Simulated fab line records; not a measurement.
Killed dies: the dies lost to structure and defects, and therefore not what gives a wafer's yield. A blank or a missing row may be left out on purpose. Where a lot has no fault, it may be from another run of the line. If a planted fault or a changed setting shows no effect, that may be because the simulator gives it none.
Comparing a struck lot with a sound one	flow rit-cmos	16 steps out of a route of 202
Sound: the wafers L861.1, L861.4, L861.6. Struck: wafers L869.1, L869.3, L869.4. The cause comes at the end.
Order at every step that has rows: each side's tool, ch and its chambers, its first start. Under that, the readings that differ: sound wafers	struck wafers	difference of the means	sigmas: that difference in standard deviations of wafers without a fault.
alike: same words and numbers on both sides, and readings whose means sit less than 2 such deviations apart. not compared: any withheld reading, any reading some wafer has no value for, any bound like >300 that may hide the same value, and any number with overlapping values for which the record gives no deviation.
Wherever a step has rows on one side only, a row that says differs or no value, or a row with sigmas, the two part there. When numbers do not overlap yet have no deviation, they are printed without sigmas and do not part them. A reading missing from all wafers of one side parts the sides only when that side holds two or more wafers.

RIT_ACTIVE_BOW_MEAS_00:
  sound on film-metro-02 at day 1 15:00; struck on film-metro-04 at day 3 07:00
  alike: INCOMING_BOW
then, 1 step without rows for these wafers: RIT_ACTIVE_OXIDATION_01 (target thk 46.8 nm, ox time 3360 s).
RIT_ACTIVE_THK_MEAS_02:
  sound on film-metro-04 at day 1 17:40; struck on film-metro-04 at day 3 11:35
  alike: ACTIVE_OXIDE_THK
then, 1 step without rows for these wafers: RIT_ACTIVE_CVD_03 (deposits Si3N4 from SiH2Cl2/NH3, target thk 150 nm, time 1500 s).
RIT_ACTIVE_THK_MEAS_04:
  sound on film-metro-02 at day 1 19:08; struck on film-metro-02 at day 3 14:56
  alike: ACTIVE_NITRIDE_THK
then, 3 steps without rows for these wafers: RIT_ACTIVE_HMDS_05 (prime time 60 s); RIT_ACTIVE_COAT_06 (resist thk 1000 nm); RIT_ACTIVE_SOFTBAKE_07 (time 60 s).
RIT_ACTIVE_EXPOSE_08: exposes mask M1, target cd 1400 nm.
  sound on iline-stepper-02 ch 0, day 1 19:56; struck on iline-stepper-01 ch 0, day 3 15:34
reading	sound	struck	difference	sigmas
exposure-dose-mJ-cm2	224.91 224.71 224.84	219.27 219.69 219.76	-5.25	-23
  alike: mask
then, 2 steps without rows for these wafers: RIT_ACTIVE_PEB_09; RIT_ACTIVE_DEVELOP_10 (develop time 50 s).
RIT_ACTIVE_CD_MEAS_11 targets a cd of 1400 nm.
  sound on cd-sem-01 at day 1 20:20; struck on cd-sem-01 at day 3 15:58
reading	sound	struck	difference	sigmas
cd-nm (nm)	1401.8 1395.0 1398.9	1369.4 1381.6 1378.6	-22.0	-9
then, 1 step without rows for these wafers: RIT_ACTIVE_HARDBAKE_12 (time 60 s).
RIT_ACTIVE_ETCH_13: etches Si3N4 in SF6, stops on SiO2, time 210 s, target depth 210 nm.
  sound on rie-diel-04 ch 0,1,3, day 1 20:37; struck on rie-diel-04 ch 0,1,3, day 3 16:14
reading	sound	struck	difference	sigmas
model.ACTIVE.cd-nm (nm)	1402 1395 1399	1370 1382 1379	-22	
  alike: drypump-motor-current-A, oes-product-au, throttle-valve-pct
  not compared: rf-hours-counter-h
RIT_ACTIVE_STRIP_14: strips in O2, time 180 s.
  sound on plasma-asher-01 ch 0,1, day 1 20:44; struck on plasma-asher-03 ch 0,1, day 3 16:23
  alike: drypump-motor-current-A
  not compared: rf-hours-counter-h
RIT_M1_PROBE_99:
  sound on prober-02 at day 3 18:47; struck on prober-02 at day 5 13:22
  alike: killed-at-contacts, killed-at-front-end, killed-dies, killed-open, killed-short

== WHERE THEY PART ==
At RIT_ACTIVE_EXPOSE_08 first; at RIT_ACTIVE_CD_MEAS_11 last (within this record only). Later steps at which nothing parts them and some readings are alike: RIT_ACTIVE_ETCH_13, RIT_ACTIVE_STRIP_14, RIT_M1_PROBE_99.

WHY: the cause the simulator had injected
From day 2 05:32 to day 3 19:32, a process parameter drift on iline-stepper-01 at RIT_ACTIVE_EXPOSE_08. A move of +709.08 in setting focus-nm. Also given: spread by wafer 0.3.
